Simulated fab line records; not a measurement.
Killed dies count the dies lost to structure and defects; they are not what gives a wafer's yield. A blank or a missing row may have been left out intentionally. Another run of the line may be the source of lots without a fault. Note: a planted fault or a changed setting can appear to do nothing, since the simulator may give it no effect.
The tool behind it: which one? + flow berkeley_cmos170 + 14 lots, 42 wafers sampled, at 6 steps of a route of 331

## WHAT THE GAUGES READ, wafer by wafer
UCB170_NLDD_TW_MEAS_11.
| lot  | measured     | on            | NLDD_TW        |
|------|--------------|---------------|----------------|
| L532 | day 7 16:29  | film_metro-03 | 2240 2229 2213 |
| L531 | day 7 16:44  | film_metro-02 | 2236 2222 2221 |
| L533 | day 7 16:59  | film_metro-02 | 2215 2225 2219 |
| L535 | day 8 08:44  | film_metro-03 | 2238 2228 2246 |
| L536 | day 8 22:05  | film_metro-03 | 2228 2228 2215 |
| L538 | day 8 22:22  | film_metro-04 | 2215 2214 2223 |
| L543 | day 9 12:29  | film_metro-04 | 2219 2214 2209 |
| L539 | day 9 12:34  | film_metro-03 | 2209 2207 2206 |
| L540 | day 9 12:44  | film_metro-02 | 2219 2202 2215 |
| L544 | day 10 00:31 | film_metro-03 | 2344 2340 2340 |
| L545 | day 10 01:17 | film_metro-03 | 2339 2346 2352 |
| L542 | day 10 01:15 | film_metro-04 | 2240 2239 2229 |
| L550 | day 11 14:32 | film_metro-03 | 2219 2235 2229 |
| L553 | day 12 05:22 | film_metro-02 | 2199 2198 2214 |

UCB170_SDANNEAL_RS_MEAS_05: measurement is done with a four-point probe.
| lot  | measured     | on            | NLDD_RS (ohm/sq)  |
|------|--------------|---------------|-------------------|
| L532 | day 8 06:07  | film_metro-02 | 613.1 614.1 615.2 |
| L531 | day 8 06:19  | film_metro-03 | 615.6 616.0 615.8 |
| L533 | day 8 06:23  | film_metro-04 | 617.6 616.5 617.1 |
| L535 | day 8 23:51  | film_metro-03 | 615.4 615.8 616.0 |
| L536 | day 9 09:23  | film_metro-04 | 619.8 616.4 617.2 |
| L538 | day 9 09:33  | film_metro-03 | 613.6 616.5 614.4 |
| L543 | day 10 00:30 | film_metro-02 | 615.6 616.3 616.3 |
| L539 | day 10 00:03 | film_metro-03 | 614.7 614.7 614.4 |
| L540 | day 10 00:56 | film_metro-04 | 616.2 615.4 616.2 |
| L544 | day 10 11:01 | film_metro-02 | 534.1 535.3 535.1 |
| L545 | day 10 10:54 | film_metro-03 | 534.4 533.4 533.4 |
| L542 | day 10 11:22 | film_metro-04 | 615.6 617.8 615.1 |
| L550 | day 12 05:39 | film_metro-04 | 615.3 612.8 616.8 |
| L553 | day 12 17:22 | film_metro-03 | 615.5 616.8 616.7 |

UCB170_CONTACT_CD_MEAS_90 targets a cd of 700 nm.
| lot  | measured     | on        | cd_nm (nm)        |
|------|--------------|-----------|-------------------|
| L532 | day 8 12:05  | cd_sem-01 | 698.8 699.2 697.1 |
| L531 | day 8 12:15  | cd_sem-01 | 697.4 699.7 698.5 |
| L533 | day 8 12:40  | cd_sem-02 | 699.5 698.8 702.1 |
| L535 | day 9 05:10  | cd_sem-02 | 698.6 698.0 698.4 |
| L536 | day 9 14:07  | cd_sem-01 | 699.6 698.9 703.5 |
| L538 | day 9 15:53  | cd_sem-02 | 695.7 695.8 695.0 |
| L543 | day 10 07:29 | cd_sem-02 | 701.0 699.9 701.2 |
| L539 | day 10 07:13 | cd_sem-02 | 700.2 698.9 701.3 |
| L540 | day 10 07:47 | cd_sem-02 | 698.8 701.8 702.0 |
| L544 | day 10 17:59 | cd_sem-01 | 697.6 700.4 697.2 |
| L545 | day 10 15:47 | cd_sem-01 | 701.9 698.9 702.5 |
| L542 | day 10 17:53 | cd_sem-01 | 698.8 699.3 700.6 |
| L550 | day 12 12:17 | cd_sem-01 | 695.8 698.3 699.5 |
| L553 | day 12 22:35 | cd_sem-02 | 702.1 700.4 702.5 |

UCB170_M1_RS_MEAS_01: measurement is done with a four-point probe.
| lot  | measured     | on            | M1_AL_RS (ohm/sq)    |
|------|--------------|---------------|----------------------|
| L532 | day 8 12:30  | film_metro-04 | 0.0484 0.0483 0.0480 |
| L531 | day 8 12:36  | film_metro-03 | 0.0479 0.0480 0.0473 |
| L533 | day 8 13:02  | film_metro-04 | 0.0486 0.0474 0.0487 |
| L535 | day 9 05:32  | film_metro-03 | 0.0496 0.0490 0.0494 |
| L536 | day 9 14:28  | film_metro-04 | 0.0483 0.0491 0.0484 |
| L538 | day 9 16:15  | film_metro-04 | 0.0487 0.0487 0.0488 |
| L543 | day 10 07:52 | film_metro-03 | 0.0484 0.0497 0.0499 |
| L539 | day 10 07:35 | film_metro-03 | 0.0473 0.0479 0.0463 |
| L540 | day 10 08:08 | film_metro-04 | 0.0484 0.0476 0.0484 |
| L544 | day 10 18:20 | film_metro-03 | 0.0500 0.0491 0.0501 |
| L545 | day 10 16:09 | film_metro-03 | 0.0490 0.0486 0.0496 |
| L542 | day 10 18:14 | film_metro-04 | 0.0484 0.0473 0.0493 |
| L550 | day 12 12:39 | film_metro-04 | 0.0480 0.0488 0.0499 |
| L553 | day 13 00:31 | film_metro-04 | 0.0490 0.0497 0.0503 |

## TOOL THAT RAN EACH LOT (tool first, then ch and the chambers of the sampled wafers, then the start)
| lot  | UCB170_NLDD_IMPLANT_09          | UCB170_CONTACT_RTA_08            |
|------|---------------------------------|----------------------------------|
| L532 | implanter-04 ch 0, day 7 16:14  | rtp_anneal-02 ch 0, day 8 09:56  |
| L531 | implanter-02 ch 0, day 7 16:29  | rtp_anneal-01 ch 0, day 8 10:07  |
| L533 | implanter-04 ch 0, day 7 16:46  | rtp_anneal-01 ch 0, day 8 10:30  |
| L535 | implanter-02 ch 0, day 8 08:31  | rtp_anneal-02 ch 0, day 9 03:28  |
| L536 | implanter-04 ch 0, day 8 21:48  | rtp_anneal-02 ch 0, day 9 12:39  |
| L538 | implanter-03 ch 0, day 8 22:07  | rtp_anneal-01 ch 0, day 9 13:55  |
| L543 | implanter-02 ch 0, day 9 12:14  | rtp_anneal-02 ch 0, day 10 05:27 |
| L539 | implanter-04 ch 0, day 9 12:19  | rtp_anneal-01 ch 0, day 10 04:43 |
| L540 | implanter-03 ch 0, day 9 12:30  | rtp_anneal-01 ch 0, day 10 05:43 |
| L544 | implanter-03 ch 0, day 10 00:16 | rtp_anneal-02 ch 0, day 10 15:22 |
| L545 | implanter-03 ch 0, day 10 01:01 | rtp_anneal-01 ch 0, day 10 14:17 |
| L542 | implanter-04 ch 0, day 10 01:01 | rtp_anneal-01 ch 0, day 10 15:23 |
| L550 | implanter-02 ch 0, day 11 14:17 | rtp_anneal-01 ch 0, day 12 10:32 |
| L553 | implanter-02 ch 0, day 12 05:07 | rtp_anneal-02 ch 0, day 12 21:15 |
- UCB170_NLDD_IMPLANT_09
- UCB170_CONTACT_RTA_08: time 10 s.

## AS READ BY THE TOOLS THEMSELVES (means over the sampled wafers that have a number; for cases with no such wafer, the mark the record gives instead)
UCB170_NLDD_IMPLANT_09.
| lot  | tool         | dose_ions_cm2 | faraday_current_uA |
|------|--------------|---------------|--------------------|
| L532 | implanter-04 | 5e+13         | 160                |
| L531 | implanter-02 | 5e+13         | 154                |
| L533 | implanter-04 | 5e+13         | 158                |
| L535 | implanter-02 | 5e+13         | 157                |
| L536 | implanter-04 | 5e+13         | 157                |
| L538 | implanter-03 | 5e+13         | 159                |
| L543 | implanter-02 | 5e+13         | 156                |
| L539 | implanter-04 | 5e+13         | 156                |
| L540 | implanter-03 | 5e+13         | 157                |
| L544 | implanter-03 | 7e+13         | 227                |
| L545 | implanter-03 | 7e+13         | 235                |
| L542 | implanter-04 | 5e+13         | 160                |
| L550 | implanter-02 | 5e+13         | 160                |
| L553 | implanter-02 | 5e+13         | 157                |

UCB170_CONTACT_RTA_08.
| lot  | tool          | lamp_power_pct (%) | wafer_temp_C_max |
|------|---------------|--------------------|------------------|
| L532 | rtp_anneal-02 | 25.2               | 904.1            |
| L531 | rtp_anneal-01 | 26.2               | 904.0            |
| L533 | rtp_anneal-01 | 26.2               | 902.8            |
| L535 | rtp_anneal-02 | 25.2               | 903.5            |
| L536 | rtp_anneal-02 | 25.2               | 905.8            |
| L538 | rtp_anneal-01 | 26.2               | 903.9            |
| L543 | rtp_anneal-02 | 25.2               | 904.6            |
| L539 | rtp_anneal-01 | 26.2               | 903.1            |
| L540 | rtp_anneal-01 | 26.2               | 904.1            |
| L544 | rtp_anneal-02 | 25.2               | 904.1            |
| L545 | rtp_anneal-01 | 26.2               | 903.8            |
| L542 | rtp_anneal-01 | 26.2               | 903.4            |
| L550 | rtp_anneal-01 | 26.2               | 903.8            |
| L553 | rtp_anneal-02 | 25.2               | 904.6            |

## THE ANSWER, worked out from the rows above alone
Rule: what is usual is taken from the lots themselves. Put in order of their means at a reading, lots are off if they are a third of the lots or fewer, leave a main group of 4 or more, and stand apart from it by a gap of 3 or more times the standard deviation of the main group's means; of several such gaps the widest counts. Not used: any main group whose means are identical at the precision the tables above print for the reading. Also off: a lot with no number at a reading for which 4 or more lots have one. All remaining lots with rows at the step are treated as sound. The gauges are gone through in route order, then the tools' own readings, and for those a lot's mean is taken as printed above. The first step at which some lot is off is used, and at that step the reading that is off furthest; a lot without a number counts as furthest.
Off: at UCB170_NLDD_TW_MEAS_11 (NLDD_TW), L544, L545. The main group: mean 2221, standard deviation 10.
A tool fits if, at a process step before that reading, it ran every lot that is off, and no sound lot after the first of them. The gauges at UCB170_NLDD_TW_MEAS_11 aren't tried: what is off there is off at UCB170_NLDD_IMPLANT_09 too, on other tools, and a gauge's error can't cause that. One fits: UCB170_NLDD_IMPLANT_09 on implanter-03. Its last sound lot is L540 (day 9 12:30), its first lot that is off L544 (day 10 00:16): a fault that began between those two fits.
The tool's own readings at UCB170_NLDD_IMPLANT_09 bear it out: on the lots that are off they differ by more than 5 times the standard deviation of the sound lots' means. dose_ions_cm2 reads 7e+13 there against 5e+13 on the sound lots; faraday_current_uA reads 231 there against 158 on the sound lots.

## WHAT HAD BEEN PUT IN BY THE SIMULATOR
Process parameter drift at UCB170_NLDD_IMPLANT_09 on implanter-03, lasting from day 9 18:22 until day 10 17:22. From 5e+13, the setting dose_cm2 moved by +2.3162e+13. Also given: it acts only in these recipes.
Lots struck among those shown: L544, L545. This agrees with what the rule above found.
